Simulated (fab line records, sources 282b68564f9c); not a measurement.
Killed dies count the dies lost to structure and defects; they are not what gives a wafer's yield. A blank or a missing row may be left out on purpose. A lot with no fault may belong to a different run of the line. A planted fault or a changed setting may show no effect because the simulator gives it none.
fab line records ; flow rit-cmos
[record] lots = 6; wafers = 18; last-day = 6
route steps=202 shown SILICIDE@163 CONTACT@168
lots untouched by any fault: they come from a run of this same line in which no faults occurred
start-h: start of the lot's first displayed wafer, in hours after the record's first day ; wait-h: time in hours since the lot's previous step ; " same as the row above ; L1.1+2: several wafers, shown together as one row ; - no value, or no start given ; * or withheld: withheld ; < > ~ a bound
route shown NAME@n: names a module that has steps shown in the file, with the first one's number in the route ; usual: the fault-free wafers' mean and standard deviation ; same: alike in all rows ; chamber/n: place in a boat ; sites: each site's reading ; _std_site: their standard deviation ; _edge_site: mean of outer sites minus mean of inner sites ; radius-mm: for every site, how far away it sits from the centre of the wafer ; mask NAME#n: copy n ; behind: the most recent tool/chamber to have shaped the wafer ; hold: why the lot went on hold/how many hours it stayed there/how the hold came to an end ; device: names the non-switching transistor (n, p or np) ; end of line: tests run on the same wafers once the route is complete ; step lacking rows: just its recipe ; killed: dies lost to structure and defects at the first sort, not the wafer's yield ; map: shows each die of a wafer: x if killed, . if not, _ if none is there
set.NAME: the setting the step ran with; set.NAME@STEP: the setting that earlier step ran with ; model.NAME: the simulator's own value behind a step, which no gauge read
a table for each step, a row for each wafer; lots at some steps of the route
services: the hour from which a tool's chamber was out of use, counted from the record's first day as start-h (under 0 if before that day), plus the number of hours and why
[[steps]]
[step RIT_SILICIDE_RS_MEAS_02]
[recipe] thk-meas-gauge = four-point-probe; reads = Ti_of_SILICIDE_SPUTTER_01
[usual] SILICIDE_TI_RS = 47.9/0.79
lot.wafer;tool;chamber;start-h;wait-h;SILICIDE_TI_RS[ohm/sq]
L613.1;film-metro-04;-;62.19;0.1;46.0
L613.2;film-metro-04;-;62.19;0.1;47.6
L613.6;film-metro-04;-;62.19;0.1;46.4
L618.4;film-metro-04;-;85.28;0.1;47.3
L618.5;film-metro-04;-;85.28;0.1;47.2
L618.6;film-metro-04;-;85.28;0.1;48.2
L619.2;film-metro-04;-;87.19;0.1;47.6
L619.3;film-metro-04;-;87.19;0.1;48.2
L619.5;film-metro-04;-;87.19;0.1;47.5
L625.3;film-metro-04;-;116.88;0.1;46.9
L625.4;film-metro-04;-;116.88;0.1;48.8
L625.5;film-metro-04;-;116.88;0.1;47.2
L627.2;film-metro-02;-;127.08;0.1;48.0
L627.4;film-metro-02;-;127.08;0.1;49.1
L627.6;film-metro-02;-;127.08;0.1;49.0
L629.1;film-metro-02;-;136.07;0.1;49.0
L629.2;film-metro-02;-;136.07;0.1;48.2
L629.3;film-metro-02;-;136.07;0.1;49.4
[step RIT_SILICIDE_THK_MEAS_03]
[recipe] thk-meas-gauge = xrf; reads = Ti_of_SILICIDE_SPUTTER_01
[usual] SILICIDE_TI_THK = 29.8/0.42
lot.wafer;tool;chamber;start-h;wait-h;SILICIDE_TI_THK[nm]
L613.1;film-metro-04;-;62.31;0.1;30.6
L613.2;film-metro-04;-;62.31;0.1;29.9
L613.6;film-metro-04;-;62.31;0.1;30.6
L618.4;film-metro-04;-;85.37;0.1;30.0
L618.5;film-metro-04;-;85.37;0.1;30.1
L618.6;film-metro-04;-;85.37;0.1;29.6
L619.2;film-metro-04;-;87.30;0.1;30.0
L619.3;film-metro-04;-;87.30;0.1;29.6
L619.5;film-metro-04;-;87.30;0.1;30.0
L625.3;film-metro-04;-;116.98;0.1;30.1
L625.4;film-metro-04;-;116.98;0.1;29.1
L625.5;film-metro-04;-;116.98;0.1;29.8
L627.2;film-metro-02;-;127.19;0.1;30.1
L627.4;film-metro-02;-;127.19;0.1;29.5
L627.6;film-metro-02;-;127.19;0.1;29.4
L629.1;film-metro-02;-;136.19;0.1;29.7
L629.2;film-metro-02;-;136.19;0.1;30.0
L629.3;film-metro-02;-;136.19;0.1;29.3
[step RIT_SILICIDE_RTA_04]
[recipe] temp-c = 650; time-s = 10; idle-temp-c = 25; ramp-up-s = 5; ramp-down-s = 5; cool-to-c = 25; ambient = N2
[usual] wafer_temp_C_max = 653.8/0.74
lot.wafer;tool;chamber;start-h;wait-h;wafer_temp_C_max
L613.1;rtp-anneal-02;0;62.37;0.1;654.1
L613.2;rtp-anneal-02;0;62.37;0.1;653.0
L613.6;rtp-anneal-02;0;62.37;0.1;653.6
L618.4;rtp-anneal-01;0;85.44;0.1;654.2
L618.5;rtp-anneal-01;0;85.44;0.1;652.9
L618.6;rtp-anneal-01;0;85.44;0.1;654.5
L619.2;rtp-anneal-02;0;87.36;0.1;654.2
L619.3;rtp-anneal-02;0;87.36;0.1;656.3
L619.5;rtp-anneal-02;0;87.36;0.1;653.7
L625.3;rtp-anneal-02;0;117.05;0.1;655.0
L625.4;rtp-anneal-02;0;117.05;0.1;654.0
L625.5;rtp-anneal-02;0;117.05;0.1;654.4
L627.2;rtp-anneal-02;0;127.25;0.1;653.6
L627.4;rtp-anneal-02;0;127.25;0.1;654.2
L627.6;rtp-anneal-02;0;127.25;0.1;653.5
L629.1;rtp-anneal-02;0;136.25;0.1;653.7
L629.2;rtp-anneal-02;0;136.25;0.1;653.8
L629.3;rtp-anneal-02;0;136.25;0.1;654.7
[step RIT_SILICIDE_WET_ETCH_05]
[recipe] chemistry = SPM; target = Ti; temp-c = 90; time-s = 120; dry = n2-spin
[step RIT_SILICIDE_RTA_06]
[recipe] temp-c = 750; time-s = 10; idle-temp-c = 25; ramp-up-s = 5; ramp-down-s = 10; cool-to-c = 25; ambient = N2
[usual] wafer_temp_C_max = 754.4/0.87
lot.wafer;tool;chamber;start-h;wait-h;wafer_temp_C_max
L613.1;rtp-anneal-01;0;62.48;0.0;756.1
L613.2;rtp-anneal-01;0;62.48;0.0;753.3
L613.6;rtp-anneal-01;0;62.48;0.0;753.4
L618.4;rtp-anneal-02;0;85.54;0.0;753.7
L618.5;rtp-anneal-02;0;85.54;0.0;754.0
L618.6;rtp-anneal-02;0;85.54;0.0;754.3
L619.2;rtp-anneal-01;0;87.47;0.0;754.6
L619.3;rtp-anneal-01;0;87.47;0.0;754.0
L619.5;rtp-anneal-01;0;87.47;0.0;754.4
L625.3;rtp-anneal-01;0;117.15;0.0;753.6
L625.4;rtp-anneal-01;0;117.15;0.0;754.6
L625.5;rtp-anneal-01;0;117.15;0.0;754.3
L627.2;rtp-anneal-01;0;127.36;0.0;753.5
L627.4;rtp-anneal-01;0;127.36;0.0;754.7
L627.6;rtp-anneal-01;0;127.36;0.0;754.8
L629.1;rtp-anneal-01;0;136.36;0.0;754.2
L629.2;rtp-anneal-01;0;136.36;0.0;754.9
L629.3;rtp-anneal-01;0;136.36;0.0;756.1
[step RIT_CONTACT_CVD_00]
[recipe] material = SiO2; target-thk-nm = 400; precursor = TEOS; temp-c = 390; time-s = 61; rf-w = 400
[usual] heater-power-w = 330/54
lot.wafer;tool;chamber;start-h;wait-h;heater-power-w
L613.1;pecvd-04;1;62.55;0.1;322
L613.2;pecvd-04;0;62.55;0.1;266
L613.6;pecvd-04;2;62.55;0.1;364
L618.4;pecvd-01;1;85.60;0.0;342
L618.5;pecvd-01;2;85.60;0.0;354
L618.6;pecvd-01;0;85.60;0.0;219
L619.2;pecvd-04;1;87.53;0.0;345
L619.3;pecvd-04;0;87.53;0.0;277
L619.5;pecvd-04;2;87.53;0.0;334
L625.3;pecvd-04;1;117.20;0.0;311
L625.4;pecvd-04;2;117.20;0.0;293
L625.5;pecvd-04;0;117.20;0.0;264
L627.2;pecvd-01;1;127.42;0.0;399
L627.4;pecvd-01;2;127.42;0.0;296
L627.6;pecvd-01;1;127.42;0.0;415
L629.1;pecvd-02;1;136.43;0.1;407
L629.2;pecvd-02;0;136.43;0.1;331
L629.3;pecvd-02;2;136.43;0.1;285
[step RIT_CONTACT_THK_MEAS_01]
[recipe] reads = SiO2_of_CONTACT_CVD_00
[usual] CONTACT_TEOS_THK = 402/6.6
lot.wafer;tool;chamber;start-h;wait-h;CONTACT_TEOS_THK[nm]
L613.1;film-metro-04;-;62.60;0.0;391
L613.2;film-metro-04;-;62.60;0.0;396
L613.6;film-metro-04;-;62.60;0.0;400
L618.4;film-metro-03;-;85.66;0.0;412
L618.5;film-metro-03;-;85.66;0.0;415
L618.6;film-metro-03;-;85.66;0.0;404
L619.2;film-metro-02;-;87.59;0.0;393
L619.3;film-metro-02;-;87.59;0.0;395
L619.5;film-metro-02;-;87.59;0.0;400
L625.3;film-metro-03;-;117.27;0.0;395
L625.4;film-metro-03;-;117.27;0.0;404
L625.5;film-metro-03;-;117.27;0.0;401
L627.2;film-metro-03;-;127.48;0.0;399
L627.4;film-metro-03;-;127.48;0.0;410
L627.6;film-metro-03;-;127.48;0.0;409
L629.1;film-metro-03;-;136.48;0.0;402
L629.2;film-metro-03;-;136.48;0.0;397
L629.3;film-metro-03;-;136.48;0.0;406
[step RIT_CONTACT_HMDS_02]
[recipe] prime-time-s = 60; prime-temp-c = 140
[step RIT_CONTACT_COAT_03]
[recipe] resist = NOVOLAK; spin-rpm = 3250; resist-thk-nm = 1000
[step RIT_CONTACT_SOFTBAKE_04]
[recipe] resist = NOVOLAK; temp-c = 90; time-s = 60
[step RIT_CONTACT_EXPOSE_05]
[recipe] mask-id = M11; na = 0.6; source-shape = conventional; sigma-outer = 0.5; target-cd-nm = 1000; dose-mj = 250
[step RIT_CONTACT_PEB_06]
[recipe] resist = NOVOLAK; temp-c = withheld; time-s = withheld
[step RIT_CONTACT_DEVELOP_07]
[recipe] resist = NOVOLAK; develop-time-s = 120; dev-temp-c = 23
[usual] chill-plate-temp-C = 23.01/0.11; develop-time-s = 120/0
lot.wafer;tool;chamber;start-h;wait-h;chill-plate-temp-C;develop-time-s
L613.1;litho-track-01;0;63;-;23.03;120
L613.2;litho-track-01;0;63;-;22.89;120
L613.6;litho-track-01;0;63;-;23.02;120
L618.4;litho-track-04;-;86;-;-;-
L618.5;litho-track-04;-;86;-;-;-
L618.6;litho-track-04;-;86;-;-;-
L619.2;litho-track-01;-;88;-;-;-
L619.3;litho-track-01;-;88;-;-;-
L619.5;litho-track-01;-;88;-;-;-
L625.3;litho-track-03;0;118;-;22.94;120
L625.4;litho-track-03;0;118;-;22.89;120
L625.5;litho-track-03;0;118;-;22.99;120
L627.2;litho-track-01;0;128;-;22.93;120
L627.4;litho-track-01;0;128;-;23.16;120
L627.6;litho-track-01;0;128;-;22.99;120
L629.1;litho-track-01;0;137;-;23.01;120
L629.2;litho-track-01;0;137;-;23.02;120
L629.3;litho-track-01;0;137;-;22.88;120
[step RIT_CONTACT_CD_MEAS_08]
[recipe] target-cd-nm = 1000
[usual] cd-nm = 1000.6/2.5
lot.wafer;tool;chamber;start-h;wait-h;cd-nm
L613.1;cd-sem-01;-;63.75;-;998.2
L613.2;cd-sem-01;-;63.75;-;997.3
L613.6;cd-sem-01;-;63.75;-;998.7
L618.4;cd-sem-02;-;86.72;-;-
L618.5;cd-sem-02;-;86.72;-;-
L618.6;cd-sem-02;-;86.72;-;-
L619.2;cd-sem-02;-;88.75;-;-
L619.3;cd-sem-02;-;88.75;-;-
L619.5;cd-sem-02;-;88.75;-;-
L625.3;cd-sem-01;-;118.32;-;998.3
L625.4;cd-sem-01;-;118.32;-;1000.5
L625.5;cd-sem-01;-;118.32;-;997.9
L627.2;cd-sem-01;-;128.52;-;999.3
L627.4;cd-sem-01;-;128.52;-;998.6
L627.6;cd-sem-01;-;128.52;-;999.7
L629.1;cd-sem-01;-;137.63;-;999.2
L629.2;cd-sem-01;-;137.63;-;999.8
L629.3;cd-sem-01;-;137.63;-;1001.2
[[services]]
tool;chamber;start-h;hours;kind
pecvd-02;-;42.49;1.6;repair
pecvd-04;-;66.59;2.4;repair
pecvd-04;-;98.63;2.8;pm
pecvd-01;1;137.14;10.7;repair
[[key]]
[first-sign] step = RIT_CONTACT_DEVELOP_07; reading = tool-record; direction = missing
effect none on later readings
met-at RIT_CONTACT_DEVELOP_07
struck-wafers L618.4,L618.5,L618.6,L619.2,L619.3,L619.5
later-rows-left-out L618.4,L618.5,L618.6,L619.2,L619.3,L619.5
sort-left-out L618.4,L618.5,L618.6,L619.2,L619.3,L619.5
tester-left-out L618,L619
onset-between 63 86
[fault] kind = skipped-step-whole; tool = litho-track-01,litho-track-04; chamber = -; onset-h = 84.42; steps = RIT_CONTACT_DEVELOP_07; scope = struck-lots-only
// tester-left-out: of these lots the tester's yield and bins aren't shown, on N5 and GAA mostly nor the transistor test; their killed dies are dies lost to structure and defects alone, not to doping, threshold or leakage, so they don't give the yield
// sort-left-out: the simulated sort isn't trusted on such a fault, so these wafers' sort isn't shown, and their yield isn't known
// later-rows-left-out: the simulator's readings of these wafers behind a module that went badly wrong aren't trusted and aren't shown, but for the sort
